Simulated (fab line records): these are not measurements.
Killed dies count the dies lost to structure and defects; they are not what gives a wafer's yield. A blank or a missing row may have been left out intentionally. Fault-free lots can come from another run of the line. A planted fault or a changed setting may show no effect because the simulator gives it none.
One fault seen from 2 desks    flow berkeley-cmos170    what lay behind the numbers comes last; until then each desk has only its own

## FROM THE METROLOGY DESK
Lot by lot, what the gauges showed, no matter which tool ran the lot: averages of those sampled wafers that carry a number. If a lot's mean is further than 4 standard deviations from the usual mean, the lot is out of limits and carries the mark OUT (the distance appears in the brackets).
Columns: A = cd-nm at UCB170_PSD_CD_MEAS_06, usual 1200.1 nm
lot   first seen here  A
L217  day 7 11:28      1201.6
L218  day 7 11:40      1200.1
L219  day 8 04:44      1197.3
L220  day 8 04:58      1199.7
L221  day 8 05:04      1200.7
L222  day 8 12:17      1202.4
L223  day 8 12:33      1200.0
L226  day 9 05:44      1203.9
L225  day 9 06:02      1198.9
L230  day 10 15:36     1202.9
L231  day 10 15:53     1204.5
L232  day 10 15:58     1199.5
L236  day 11 02:44     1201.9
L238  day 12 02:33     1200.0
Finding of this desk: none of the 14 lots has anything out of limits.

## TOOL OWNER'S DESK, krf-scanner-01
The tool's own readings at UCB170_PSD_EXPOSE_03 (exposes mask PSELECT MOD, target cd 1200 nm): means of the sampled wafers that have a number, for each lot that ran on this tool. If a lot's mean is further than 4 standard deviations from the usual mean, the lot is out of limits and carries the mark OUT (the distance appears in the brackets).
Columns: A = exposure-dose-mJ-cm2 at UCB170_PSD_EXPOSE_03, usual 29.98
lot   first seen here  A
L217  day 7 10:53      29.98
L218  day 7 11:08      29.97
L219  day 8 04:20      30.00
L223  day 8 11:57      29.96
L226  day 9 05:21      31.10 (+37) OUT
L231  day 10 14:51     30.89 (+30) OUT
Finding of this desk: L226, L231 out of limits; the first was L226 at day 9 05:21, on exposure-dose-mJ-cm2 at UCB170_PSD_EXPOSE_03. In limits: L217, L218, L219, L223.

## ALL TOGETHER
The tool owner's desk had the chance to raise an alarm at day 9 05:21 on L226, L231.
Nothing out of limits was seen by the metrology desk.
The metrology desk has L226, L231 on record, within its limits.
Of the lots named, all ran UCB170_PSD_EXPOSE_03 on krf-scanner-01.

## WHAT HAD BEEN PUT IN BY THE SIMULATOR
Process parameters drifting: krf-scanner-01 at UCB170_PSD_EXPOSE_03, beginning at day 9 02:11. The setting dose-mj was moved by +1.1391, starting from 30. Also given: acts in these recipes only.
Struck lots among those shown: L226, L231.
Each desk's first reading out of limits, in hours after the fault started: the tool owner's desk, 3.
